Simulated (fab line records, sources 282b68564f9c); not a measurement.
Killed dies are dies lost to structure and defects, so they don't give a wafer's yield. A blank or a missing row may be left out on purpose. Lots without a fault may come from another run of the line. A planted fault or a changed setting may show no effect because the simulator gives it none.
fab line records | flow rit_cmos
record lots=15 wafers=45 last_day=7
route steps=202 shown NRETRO@62 NLDD@112 PSD@150 M1@193
lots that met no fault: from a run of the same line without faults
start_h: hours from the record's first day to the start of the lot's first wafer shown | wait_h: hours since the lot's step before | " the same as in the row above | L1.1+2: a row that stands for several wafers | - no value, or no start given | * or withheld: withheld | < > ~ a bound
route shown NAME@n: a module of which the file shows steps, and the number in the route of the first | usual: mean/standard deviation of fault-free wafers | same: alike in all rows | chamber/n: place in a boat | sites: the reading at each site | _std_site: their standard deviation | _edge_site: outer sites' mean less inner sites' | radius_mm: how far each site lies from the wafer's centre | mask NAME#n: copy n | behind: the tool/chamber that last shaped the wafer | hold: why the lot was held/for how many hours/how that ended | device: the transistor (n, p or np) that didn't switch | end of line: the same wafers' tests at the end of the route | a step without rows: its recipe alone | killed: dies lost to structure and defects at the first sort, not the wafer's yield | map: a wafer's dies, x killed, . not, _ none there
set.NAME: the setting as run; set.NAME@STEP: as run at that earlier step | model.NAME: the simulator's own value behind a step, which no gauge read
steps of the route over a sample of lots; a table a step, a row a wafer
services: from which hour (start_h, from the record's first day; less than 0 if before it) a tool's chamber was out of use, for how many hours, and why
## steps
# step RIT_NRETRO_STRIP_09
# recipe chemistry=O2 time_s=180 resist=NOVOLAK platen_temp_c=withheld power_w=500 pressure_mtorr=4000 o2_flow_sccm=4000
# usual drypump_motor_current_A=5.9/0.43
# same time_s=180
# columns lot.wafer tool chamber start_h wait_h drypump_motor_current_A rf_hours_counter_h
L224.1 plasma_asher-03 0 31.16 0.1 6.0 38
L224.4 " 1 " " 5.7 -
L224.6 " 0 " " 6.1 -
L225.2 plasma_asher-04 1 35.57 0.1 6.7 41
L225.4 " 1 " " 6.7 -
L225.6 " 1 " " 6.6 -
L226.1 plasma_asher-03 1 41.90 0.1 5.7 39
L226.5 " 1 " " 5.7 -
L226.6 " 0 " " 6.0 -
L227.2 plasma_asher-02 0 45.67 0.1 6.1 41
L227.3 " 1 " " 5.3 -
L227.6 " 0 " " 6.1 -
L228.1 plasma_asher-04 1 52.68 0.1 6.6 43
L228.2 " 0 " " 6.3 43
L228.6 " 1 " " 6.6 -
L229.2 plasma_asher-02 1 57.30 0.1 5.2 43
L229.5 " 1 " " 5.2 -
L229.6 " 0 " " 6.0 -
L230.1 plasma_asher-02 0 61.51 0.1 6.1 43
L230.3 " 0 " " 6.1 -
L230.6 " 0 " " 6.1 -
L231.1 plasma_asher-03 0 66.64 0.1 6.0 42
L231.4 " 0 " " 6.1 -
L231.5 " 1 " " 5.7 -
L232.3 plasma_asher-02 1 73.78 0.1 5.3 -
L232.4 " 0 " " 6.1 -
L232.5 " 0 " " 6.1 -
L233.1 plasma_asher-04 1 78.19 0.1 6.6 45
L233.2 " 0 " " 6.3 45
L233.4 " 1 " " 6.6 -
L234.1 plasma_asher-03 0 83.27 0.1 6.0 44
L234.2 " 1 " " 5.6 44
L234.6 " 0 " " 6.0 -
L235.1 plasma_asher-02 1 86.11 0.1 5.3 45
L235.4 " 1 " " 5.3 -
L235.5 " 0 " " 6.1 -
L240.2 plasma_asher-03 1 117.46 0.1 5.7 48
L240.4 " 0 " " 6.1 -
L240.6 " 1 " " 5.7 -
L241.3 plasma_asher-03 1 124.98 0.1 5.7 -
L241.4 " 0 " " 6.0 -
L241.6 " 1 " " 5.7 -
L246.1 plasma_asher-03 0 145.82 0.1 6.0 51
L246.3 " 0 " " 6.0 -
L246.6 " 1 " " 5.7 -
# step RIT_NLDD_STRIP_09
# recipe chemistry=O2 time_s=180 resist=NOVOLAK platen_temp_c=withheld power_w=500 pressure_mtorr=4000 o2_flow_sccm=4000
# usual drypump_motor_current_A=5.9/0.44
# same time_s=180
# columns lot.wafer tool chamber start_h wait_h drypump_motor_current_A rf_hours_counter_h
L224.1 plasma_asher-01 1 43.82 0.1 5.6 22
L224.4 " 0 " " 5.6 -
L224.6 " 0 " " 5.6 -
L225.2 plasma_asher-01 0 49.70 0.1 5.6 23
L225.4 " 1 " " 5.6 -
L225.6 " 1 " " 5.6 -
L226.1 plasma_asher-01 1 53.49 0.1 5.7 23
L226.5 " 1 " " 5.7 -
L226.6 " 0 " " 5.6 -
L227.2 plasma_asher-01 0 58.24 0.1 5.6 24
L227.3 " 1 " " 5.6 -
L227.6 " 1 " " 5.7 -
L228.1 plasma_asher-04 0 68.68 0.1 6.3 44
L228.2 " 1 " " 6.7 44
L228.6 " 1 " " 6.7 -
L229.2 plasma_asher-02 0 70.25 0.1 6.1 44
L229.5 " 1 " " 5.3 -
L229.6 " 0 " " 6.1 -
L230.1 plasma_asher-01 1 72.75 0.1 5.7 25
L230.3 " 0 " " 5.6 -
L230.6 " 1 " " 5.7 -
L231.1 plasma_asher-01 0 79.50 0.1 5.6 26
L231.4 " 0 " " 5.6 -
L231.5 " 1 " " 5.7 -
L232.3 plasma_asher-02 0 86.88 0.1 6.1 -
L232.4 " 1 " " 5.3 -
L232.5 " 0 " " 6.1 -
L233.1 plasma_asher-02 0 92.17 0.1 6.1 46
L233.2 " 1 " " 5.3 46
L233.4 " 1 " " 5.2 -
L234.1 plasma_asher-02 0 99.81 0.1 6.1 47
L234.2 " 1 " " 5.3 47
L234.6 " 1 " " 5.2 -
L235.1 plasma_asher-01 0 107.10 0.1 5.6 29
L235.4 " 1 " " 5.7 -
L235.5 " 1 " " 5.7 -
L240.2 plasma_asher-02 1 131.41 0.1 5.3 2
L240.4 " 1 " " 5.3 -
L240.6 " 0 " " 6.1 -
L241.3 plasma_asher-02 1 142.43 0.1 5.3 -
L241.4 " 0 " " 6.1 -
L241.6 " 1 " " 5.2 -
L246.1 plasma_asher-04 0 161.69 0.1 6.3 53
L246.3 " 0 " " 6.3 -
L246.6 " 0 " " 6.3 -
# step RIT_PSD_IMPLANT_08
# recipe species=BF2 energy_kev=27 dose_cm2=5e+15 tilt_deg=7
# columns lot.wafer tool chamber start_h wait_h
L224.1+4+6 implanter-01 0 50.57 0.1
L225.2+4+6 implanter-01 0 56.56 0.1
L226.1+5+6 implanter-04 0 60.47 0.1
L227.2+3+6 implanter-03 0 66.37 0.1
L228.1+2+6 implanter-01 0 75.93 0.1
L229.2+5+6 implanter-03 0 77.73 0.1
L230.1+3+6 implanter-03 0 79.54 0.1
L231.1+4+5 implanter-01 0 86.27 0.1
L232.3+4+5 implanter-03 0 93.61 0.1
L233.1+2+4 implanter-01 0 98.90 0.1
L234.1+2+6 implanter-03 0 106.89 0.1
L234.1+2+6 implanter-03 0 107.21 0.3
L235.1+4+5 implanter-04 0 114.38 0.1
L235.1+4+5 implanter-04 0 114.69 0.3
L240.2+4+6 implanter-04 0 138.31 0.1
L240.2+4+6 implanter-04 0 138.63 0.3
L241.3+4+6 implanter-04 0 149.03 0.1
L246.1+3+6 implanter-03 0 170.02 0.1
# step RIT_PSD_TW_MEAS_10
# usual PSD_TW=3417/31
# columns lot.wafer tool chamber start_h wait_h PSD_TW
L224.1 film_metro-03 - 50.89 0.1 3469
L224.4 " - " " 3465
L224.6 " - " " 3479
L225.2 film_metro-01 - 56.87 0.1 3428
L225.4 " - " " 3415
L225.6 " - " " 3423
L226.1 film_metro-01 - 60.80 0.1 3438
L226.5 " - " " 3438
L226.6 " - " " 3446
L227.2 film_metro-02 - 66.68 0.1 3357
L227.3 " - " " 3363
L227.6 " - " " 3352
L228.1 film_metro-03 - 76.25 0.1 3445
L228.2 " - " " 3430
L228.6 " - " " 3437
L229.2 film_metro-02 - 78.04 0.1 3401
L229.5 " - " " 3381
L229.6 " - " " 3390
L230.1 film_metro-03 - 79.87 0.1 3456
L230.3 " - " " 3464
L230.6 " - " " 3436
L231.1 film_metro-02 - 86.60 0.1 3380
L231.4 " - " " 3387
L231.5 " - " " 3374
L232.3 film_metro-03 - 93.91 0.1 3438
L232.4 " - " " 3451
L232.5 " - " " 3441
L233.1 film_metro-03 - 99.23 0.1 3457
L233.2 " - " " 3469
L233.4 " - " " 3483
L234.1 film_metro-03 - 107.53 0.1 3639
L234.2 " - " " 3635
L234.6 " - " " 3637
L235.1 film_metro-01 - 115.12 0.2 3542
L235.4 " - " " 3557
L235.5 " - " " 3554
L240.2 film_metro-03 - 138.94 0.1 3578
L240.4 " - " " 3580
L240.6 " - " " 3591
L241.3 film_metro-01 - 149.33 0.1 3407
L241.4 " - " " 3370
L241.6 " - " " 3391
L246.1 film_metro-03 - 170.34 0.1 3449
L246.3 " - " " 3436
L246.6 " - " " 3447
# step RIT_SDANNEAL_RS_MEAS_04
# recipe thk_meas_gauge=four-point-probe
# usual PSD_RS=115.90/0.29
# columns lot.wafer tool chamber start_h wait_h PSD_RS[ohm/sq]
L224.1 film_metro-03 - 51.38 0.0 115.80
L224.4 " - " " 115.71
L224.6 " - " " 115.95
L225.2 film_metro-03 - 57.36 0.1 115.81
L225.4 " - " " 115.60
L225.6 " - " " 115.23
L226.1 film_metro-02 - 61.28 0.0 116.29
L226.5 " - " " 116.25
L226.6 " - " " 116.16
L227.2 film_metro-03 - 67.18 0.1 115.81
L227.3 " - " " 115.60
L227.6 " - " " 115.48
L228.1 film_metro-02 - 76.80 0.1 115.56
L228.2 " - " " 115.70
L228.6 " - " " 115.73
L229.2 film_metro-03 - 78.53 0.1 115.90
L229.5 " - " " 115.85
L229.6 " - " " 116.25
L230.1 film_metro-03 - 80.41 0.1 115.54
L230.3 " - " " 115.66
L230.6 " - " " 115.55
L231.1 film_metro-02 - 87.08 0.0 115.87
L231.4 " - " " 116.04
L231.5 " - " " 116.05
L232.3 film_metro-02 - 94.50 0.1 115.74
L232.4 " - " " 115.86
L232.5 " - " " 116.03
L233.1 film_metro-02 - 99.72 0.0 115.96
L233.2 " - " " 115.89
L233.4 " - " " 115.89
L234.1 film_metro-02 - 108.10 0.0 107.91
L234.2 " - " " 107.81
L234.6 " - " " 107.83
L235.1 film_metro-03 - 115.60 0.0 107.53
L235.4 " - " " 107.64
L235.5 " - " " 107.49
L240.2 film_metro-03 - 139.45 0.1 107.42
L240.4 " - " " 106.92
L240.6 " - " " 107.58
L241.3 film_metro-01 - 149.85 0.1 116.35
L241.4 " - " " 116.04
L241.6 " - " " 116.08
L246.1 film_metro-01 - 170.83 0.0 116.26
L246.3 " - " " 115.97
L246.6 " - " " 116.03
# step RIT_M1_CD_MEAS_09
# recipe target_cd_nm=2600
# usual cd_nm=2599.7/2.1
# columns lot.wafer tool chamber start_h wait_h cd_nm
L224.1 cd_sem-01 - 56.37 - 2601.1
L224.4 " - " " 2602.5
L224.6 " - " " 2604.6
L225.2 cd_sem-01 - 61.94 - 2601.7
L225.4 " - " " 2601.9
L225.6 " - " " 2601.9
L226.1 cd_sem-01 - 65.86 - 2600.2
L226.5 " - " " 2600.1
L226.6 " - " " 2601.6
L227.2 cd_sem-02 - 71.75 - 2601.1
L227.3 " - " " 2601.0
L227.6 " - " " 2602.0
L228.1 cd_sem-02 - 81.74 - 2595.4
L228.2 " - " " 2595.6
L228.6 " - " " 2598.2
L229.2 cd_sem-02 - 83.30 - 2601.3
L229.5 " - " " 2603.2
L229.6 " - " " 2600.7
L230.1 cd_sem-01 - 85.40 - 2599.1
L230.3 " - " " 2600.2
L230.6 " - " " 2600.7
L231.1 cd_sem-02 - 91.98 - 2598.8
L231.4 " - " " 2597.4
L231.5 " - " " 2596.8
L232.3 cd_sem-02 - 99.64 - 2594.5
L232.4 " - " " 2593.5
L232.5 " - " " 2596.6
L233.1 cd_sem-02 - 105.09 - 2597.5
L233.2 " - " " 2597.9
L233.4 " - " " 2601.0
L234.1 cd_sem-02 - 113.08 - 2600.2
L234.2 " - " " 2598.9
L234.6 " - " " 2598.2
L235.1 cd_sem-02 - 120.48 - 2601.2
L235.4 " - " " 2598.4
L235.5 " - " " 2598.5
L240.2 cd_sem-01 - 144.82 - 2601.5
L240.4 " - " " 2604.0
L240.6 " - " " 2601.7
L241.3 cd_sem-02 - 154.56 - 2597.4
L241.4 " - " " 2598.4
L241.6 " - " " 2598.6
L246.1 cd_sem-01 - 175.73 - 2597.1
L246.3 " - " " 2597.3
L246.6 " - " " 2597.4
# step RIT_M1_PROBE_99
# usual killed_at_M0_to_M3=0.0/0.083 killed_at_contacts=0.1/0.23 killed_at_front_end=7/3.1 killed_dies=7/3.1 killed_open=3.3/2 killed_short=3.6/1.9
# same gross_dies=264 killed_at_M4_up=0 killed_at_back_side=0 killed_at_other=0
# columns lot.wafer tool chamber start_h wait_h killed_at_M0_to_M3 killed_at_contacts killed_at_front_end killed_dies killed_open killed_short
L234.1 prober-02 - 115.87 0.1 0 0 8 8 1 7
L234.2 prober-02 - 115.92 0.1 0 0 4 4 2 2
L234.6 prober-02 - 116.12 0.2 0 0 11 11 6 5
L235.1 prober-01 - 123.13 0.1 0 0 6 6 3 3
L235.4 prober-01 - 123.28 0.2 0 0 10 10 4 6
L235.5 prober-01 - 123.33 0.2 0 0 6 6 5 1
L240.2 prober-02 - 147.80 0.1 0 0 6 6 4 2
L240.4 prober-02 - 147.90 0.2 0 0 1 1 0 1
L240.6 prober-02 - 148.00 0.2 0 0 6 6 5 1
# killed by level:class
L234.1 GATE:geometric_particle:short=3 SILICIDE:geometric_particle:short=2 FOX1:geometric_particle:short=1 SPACER:geometric_particle:short=1 SILICIDE:geometric_particle:open=1
L234.2 REOX:geometric_particle:short=2 GATE:geometric_particle:open=1 SPACER:geometric_particle:open=1
L234.6 GATE:geometric_particle:open=3 REOX:geometric_particle:short=2 FOX2:geometric_particle:open=1 GATE:geometric_particle:short=1 SPACER:geometric_particle:short=1 SPACER:geometric_particle:open=1 SILICIDE:geometric_particle:short=1 SILICIDE:geometric_particle:open=1
L235.1 FOX1:geometric_particle:open=1 GATE:geometric_particle:open=1 GATE:geometric_particle:short=1 REOX:geometric_particle:open=1 REOX:geometric_particle:short=1 SPACER:geometric_particle:short=1
L235.4 FOX1:geometric_particle:open=2 FOX1:geometric_particle:short=2 GATE:geometric_particle:short=2 FOX2:geometric_particle:open=1 REOX:geometric_particle:short=1 SILICIDE:geometric_particle:open=1 SILICIDE:geometric_particle:short=1
L235.5 GATE:geometric_particle:open=3 GATE:geometric_particle:short=1 REOX:geometric_particle:open=1 SILICIDE:geometric_particle:open=1
L240.2 GATE:geometric_particle:open=2 FOX1:geometric_particle:open=1 GATE:geometric_particle:short=1 REOX:geometric_particle:short=1 REOX:geometric_particle:open=1
L240.4 SILICIDE:geometric_particle:short=1
L240.6 SILICIDE:geometric_particle:open=2 FOX2:geometric_particle:open=1 GATE:geometric_particle:open=1 SPACER:geometric_particle:open=1 SILICIDE:geometric_particle:short=1
## services
# columns tool chamber start_h hours kind
plasma_asher-03 - 18.98 5.8 repair
implanter-01 - 26.99 1.7 repair
plasma_asher-01 - 50.84 2.4 repair
plasma_asher-04 - 82.67 4.3 pm
plasma_asher-03 - 92.75 3.4 repair
implanter-04 - 99.05 1.7 repair
plasma_asher-04 - 100.14 10.0 pm
plasma_asher-01 - 102.78 0.8 repair
implanter-04 - 107.57 3.0 repair
plasma_asher-02 - 108.75 9.0 pm
plasma_asher-02 0 108.75 9.0 vent_cycle
plasma_asher-02 1 108.75 9.0 vent_cycle
implanter-03 - 113.26 1.9 repair
plasma_asher-02 0 117.75 - clean
plasma_asher-02 1 117.75 - clean
plasma_asher-04 - 145.66 1.5 repair
plasma_asher-03 - 150.50 1.7 repair
## key
first_sign step=RIT_PSD_IMPLANT_08 reading=visit direction=added
effect step=RIT_PSD_TW_MEAS_10 reading=PSD_TW direction=up sigmas=5.5 usual=3417 struck=3590
effect step=RIT_SDANNEAL_RS_MEAS_04 reading=PSD_RS direction=down sigmas=29 usual=115.90 struck=107.57
met_at RIT_PSD_IMPLANT_08
struck_lots L234,L235,L240
tester_left_out L234,L235,L240
not_acting_at RIT_NRETRO_STRIP_09,RIT_NLDD_STRIP_09,RIT_M1_CD_MEAS_09
fault kind=repeated_step_whole tool=implanter-01,implanter-03,implanter-04 chamber=- onset_h=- steps=RIT_PSD_IMPLANT_08 times=1 scope=struck_lots_only
# tester_left_out: of these lots the tester's yield and bins aren't shown, on N5 and GAA mostly nor the transistor test; their killed dies are dies lost to structure and defects alone, not to doping, threshold or leakage, so they don't give the yield
